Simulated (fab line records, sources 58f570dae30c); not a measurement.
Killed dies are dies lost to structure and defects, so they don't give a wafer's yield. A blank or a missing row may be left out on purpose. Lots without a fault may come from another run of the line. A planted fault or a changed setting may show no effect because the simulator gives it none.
Problem report in the 8D (eight disciplines) form, filled by code | flow berkeley_cmos170 | the parts of the form that need people (team, actions taken, sign-off) are left out

1. THE PROBLEM
PSD_TW at UCB170_PSD_TW_MEAS_10 reads a mean of 2155 on 6 wafers of 2 lots; wafers without a fault read 2334 with a standard deviation of 19. That is -9.4 standard deviations from the usual mean.
First seen on wafer L849.2, day 8 09:31, on film_metro-03. The record holds 42 wafers of 14 lots with a number at this step. Rule for "out", or "out of limits": more than 4 standard deviations from the usual mean. The other wafers with a number count as sound.

2. WHAT IT IS AND WHAT IT IS NOT
question                    | is                     | is not
which readings at this step | PSD_TW                 | -
which lots                  | L849, L853             | L840, L841, L843, L844, L848, L851, L855, L857, L859, L860, L862, L863
which wafers of those lots  | all that have a number | -
read on which gauges        | film_metro-03          | film_metro-02, film_metro-04
when                        | from day 8 09:31       | up to then (15 sound wafers); but 21 sound wafers of L851, L855, L857, L859, L860, L862, L863 came after

3. SUSPECTS, AND WHAT RULES EACH OUT
Counting: a tool at a process step up to the reading stays a suspect if it ran every lot that is out and no sound lot after the first of them.
- the gauge at UCB170_PSD_TW_MEAS_10: ruled out. All the wafers that are out were read on film_metro-03, but those of them that UCB170_PSD_IMPLANT_08 has rows for are out there too, on other tools.
- implanter-01 at UCB170_PSD_IMPLANT_08: kept. It ran every lot that is out, first L849 (day 8 09:17), and no sound lot after that; its last sound lot up to then is L848 (day 7 11:04). Its own readings are out on those wafers: beam_on_s, faraday_current_uA.
Left after counting: implanter-01 at UCB170_PSD_IMPLANT_08.

4. THE CAUSE (what the simulator had put in)
Process parameter drift: implanter-01, from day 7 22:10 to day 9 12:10, at UCB170_PSD_IMPLANT_08. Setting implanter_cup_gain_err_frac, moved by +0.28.
Counting left only this tool.

5. THE CHAIN OF EFFECTS, in route order
Each row: a reading whose mean over the struck wafers that have a number lies more than 3 standard deviations from the usual. Only readings for which the record gives a usual standard deviation are gone through. hours: the time from each lot's start at the first step in this table that gives one to its start at this step, as a median over the lots. sigmas: the change in usual standard deviations.
hours | step                       | reading                  | usual       | on struck wafers | change | sigmas
0     | UCB170_PSD_IMPLANT_08      | beam_on_s                | 10.01 s     | 7.84             | -2.17  | -11
0     | UCB170_PSD_IMPLANT_08      | faraday_current_uA       | 9249        | 11807            | +2558  | +13
0     | UCB170_PSD_STRIP_09        | oes_product_au           | 0.600 a.u.  | 0.636            | +0.036 | +7.5
0     | UCB170_PSD_STRIP_09        | strip_time_to_endpoint_s | 29.42 s     | 26.83            | -2.59  | -30
0     | UCB170_PSD_TW_MEAS_10      | PSD_TW                   | 2334        | 2155             | -179   | -9.4
5     | UCB170_SDANNEAL_RS_MEAS_02 | PSD_RS                   | 75.4 ohm/sq | 89.7             | +14.3  | +41
The process steps in it:
- UCB170_PSD_IMPLANT_08
- UCB170_PSD_STRIP_09: strips in O2.

6. WHAT WOULD HAVE CAUGHT IT SOONER
In this record the first reading out of limits at a measuring or inspecting step was taken at day 8 09:31, 11 hours after the fault began at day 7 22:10.
The tool's own readings at UCB170_PSD_IMPLANT_08 were out on every struck wafer that the step has a row for (beam_on_s, faraday_current_uA): an alarm limit on them would have fired on the first of those.
Of the lots that are out (2), L853 began UCB170_PSD_IMPLANT_08 on implanter-01 after day 8 09:31. A hold on the tool at that time would have spared it.
